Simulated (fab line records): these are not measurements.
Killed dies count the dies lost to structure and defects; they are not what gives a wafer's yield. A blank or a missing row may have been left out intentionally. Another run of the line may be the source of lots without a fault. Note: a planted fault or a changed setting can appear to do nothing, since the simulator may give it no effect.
Which tool is to blame? -- flow rit cmos -- 42 wafers from 14 lots sampled at 5 of the route's 202 steps

WHAT EACH GAUGE READ, for each wafer
RIT_GATE_CD_MEAS_90 targets a cd of 150 nm.
lot,measured,on,cd nm (nm)
L818,day 2 16:31,cd sem-01,150.6 153.9 151.9
L820,day 3 06:11,cd sem-01,148.3 147.7 148.6
L822,day 3 10:50,cd sem-02,150.3 150.9 149.4
L823,day 3 20:59,cd sem-01,150.9 150.5 152.3
L824,day 3 21:19,cd sem-01,155.9 157.7 155.1
L825,day 4 02:13,cd sem-01,152.3 151.8 152.9
L826,day 4 08:56,cd sem-02,154.9 156.3 153.6
L827,day 4 19:37,cd sem-02,147.6 149.1 145.6
L828,day 4 22:10,cd sem-02,148.7 147.7 144.5
L830,day 5 05:14,cd sem-01,147.7 148.1 146.8
L833,day 5 17:32,cd sem-02,151.7 151.2 151.8
L837,day 6 13:37,cd sem-02,148.2 148.1 148.0
L840,day 7 04:16,cd sem-02,148.4 148.2 147.5
L841,day 7 09:52,cd sem-01,154.0 153.0 153.5

RIT_SDANNEAL_RS_MEAS_04: the measuring method here is four-point-probe.
lot,measured,on,PSD_RS (ohm/sq)
L818,day 3 05:05,film metro-04,115.7 116.0 115.6
L820,day 3 18:32,film metro-02,115.9 116.3 116.2
L822,day 4 02:19,film metro-02,116.2 116.3 116.1
L823,day 4 09:14,film metro-04,115.8 116.1 116.2
L824,day 4 11:07,film metro-03,115.8 115.9 116.0
L825,day 4 15:55,film metro-04,115.6 115.5 116.2
L826,day 5 00:18,film metro-03,116.6 115.8 116.1
L827,day 5 08:54,film metro-04,115.2 115.4 115.7
L828,day 5 10:22,film metro-03,115.6 115.4 115.7
L830,day 5 20:23,film metro-03,116.0 116.4 116.2
L833,day 6 06:11,film metro-03,116.4 116.1 116.1
L837,day 7 04:11,film metro-02,116.1 115.9 115.8
L840,day 7 17:38,film metro-02,116.4 116.3 116.4
L841,day 8 00:01,film metro-02,116.0 116.2 116.1

RIT_CONTACT_THK_MEAS_01.
lot,measured,on,CONTACT_TEOS_THK (nm)
L818,day 3 06:08,film metro-01,391 405 409
L820,day 3 19:35,film metro-04,400 395 406
L822,day 4 03:20,film metro-04,392 400 403
L823,day 4 10:16,film metro-02,402 396 411
L824,day 4 12:10,film metro-01,403 396 400
L825,day 4 16:57,film metro-01,395 405 403
L826,day 5 01:20,film metro-02,390 401 398
L827,day 5 10:01,film metro-01,394 394 397
L828,day 5 11:25,film metro-02,395 402 402
L830,day 5 21:26,film metro-04,395 400 543
L833,day 6 07:15,film metro-04,540 395 547
L837,day 7 05:14,film metro-01,399 403 406
L840,day 7 18:43,film metro-02,401 407 409
L841,day 8 01:08,film metro-02,409 397 402

WHAT TOOL EACH LOT RAN ON (gives the tool, then ch and the chambers of the sampled wafers, and finally the start)
lot,RIT_PLDD_STRIP_09,RIT_CONTACT_CVD_00
L818,"plasma asher-04 ch 0,1, day 2 22:46","pecvd-02 ch 0,1,2, day 3 06:05"
L820,"plasma asher-01 ch 0,1, day 3 12:15","pecvd-03 ch 0,1,2, day 3 19:32"
L822,"plasma asher-02 ch 0,1, day 3 17:57","pecvd-01 ch 0,1,2, day 4 03:16"
L823,"plasma asher-01 ch 0,1, day 4 02:59","pecvd-03 ch 0,2, day 4 10:12"
L824,"plasma asher-02 ch 0,1, day 4 03:24","pecvd-02 ch 0,1,2, day 4 12:07"
L825,"plasma asher-04 ch 0,1, day 4 08:36","pecvd-01 ch 0,1,2, day 4 16:53"
L826,"plasma asher-04 ch 0,1, day 4 17:51","pecvd-03 ch 0,2, day 5 01:16"
L827,"plasma asher-02 ch 0,1, day 5 01:35","pecvd-02 ch 0,1,2, day 5 09:58"
L828,"plasma asher-04 ch 0,1, day 5 04:07","pecvd-01 ch 0,1,2, day 5 11:22"
L830,"plasma asher-01 ch 0,1, day 5 13:12","pecvd-02 ch 0,1,2, day 5 21:23"
L833,"plasma asher-02 ch 0,1, day 5 23:58","pecvd-02 ch 0,2, day 6 07:12"
L837,"plasma asher-01 ch 0,1, day 6 21:33","pecvd-01 ch 1,2, day 7 05:10"
L840,"plasma asher-01 ch 0,1, day 7 11:26","pecvd-01 ch 0,2, day 7 18:37"
L841,"plasma asher-02 ch 0,1, day 7 17:33","pecvd-03 ch 0,1, day 8 01:05"
- RIT_PLDD_STRIP_09: strips in O2, time 180 s.
- RIT_CONTACT_CVD_00: deposits SiO2 from TEOS, target thk 400 nm, time 61 s.

AS READ BY THE TOOLS THEMSELVES (means over the sampled wafers that have a number; for cases with no such wafer, the mark the record gives instead)
RIT_PLDD_STRIP_09.
lot,tool,drypump motor current A (A)
L818,plasma asher-04,5.8
L820,plasma asher-01,5.1
L822,plasma asher-02,5.3
L823,plasma asher-01,5.1
L824,plasma asher-02,5.3
L825,plasma asher-04,5.7
L826,plasma asher-04,5.7
L827,plasma asher-02,5.3
L828,plasma asher-04,5.7
L830,plasma asher-01,5.1
L833,plasma asher-02,5.7
L837,plasma asher-01,5.5
L840,plasma asher-01,5.5
L841,plasma asher-02,5.7

RIT_CONTACT_CVD_00.
lot,tool,heater power w (W)
L818,pecvd-02,316
L820,pecvd-03,304
L822,pecvd-01,321
L823,pecvd-03,299
L824,pecvd-02,307
L825,pecvd-01,286
L826,pecvd-03,329
L827,pecvd-02,309
L828,pecvd-01,311
L830,pecvd-02,323
L833,pecvd-02,331
L837,pecvd-01,329
L840,pecvd-01,325
L841,pecvd-03,297

THE ANSWER, worked out from the rows above alone
Rule: the lots themselves supply what counts as usual. The widest of any qualifying gaps counts: lots, ordered by their means at a reading, are off when they make up no more than a third of the lots, leave a main group of 4 or more, and stand apart from it by 3 or more times the standard deviation of that group's means. Not used: any main group whose means are identical at the precision the tables above print for the reading. A lot without any number at a reading at which 4 lots or more have one is off too. Any other lot the step has rows for is counted as sound. After the gauges, taken in route order, come the tools' own readings; for these a lot's mean is taken, as printed above. At the first step where some lot is off, the reading lying furthest off is the one used; lots without a number count as furthest.
Off: L830, L833, at RIT_CONTACT_THK_MEAS_01 (CONTACT_TEOS_THK). For the main group the mean is 400 nm and the standard deviation 2.9.
If a tool, at a process step before that reading, ran all the lots that are off and no sound lot after the first of them, it fits. The gauges at RIT_CONTACT_THK_MEAS_01 are tried like those tools. Undecided on this evidence; 2 tools fit (pecvd-02 at RIT_CONTACT_CVD_00, film metro-04 at RIT_CONTACT_THK_MEAS_01).

WHAT WAS PUT IN BY THE SIMULATOR
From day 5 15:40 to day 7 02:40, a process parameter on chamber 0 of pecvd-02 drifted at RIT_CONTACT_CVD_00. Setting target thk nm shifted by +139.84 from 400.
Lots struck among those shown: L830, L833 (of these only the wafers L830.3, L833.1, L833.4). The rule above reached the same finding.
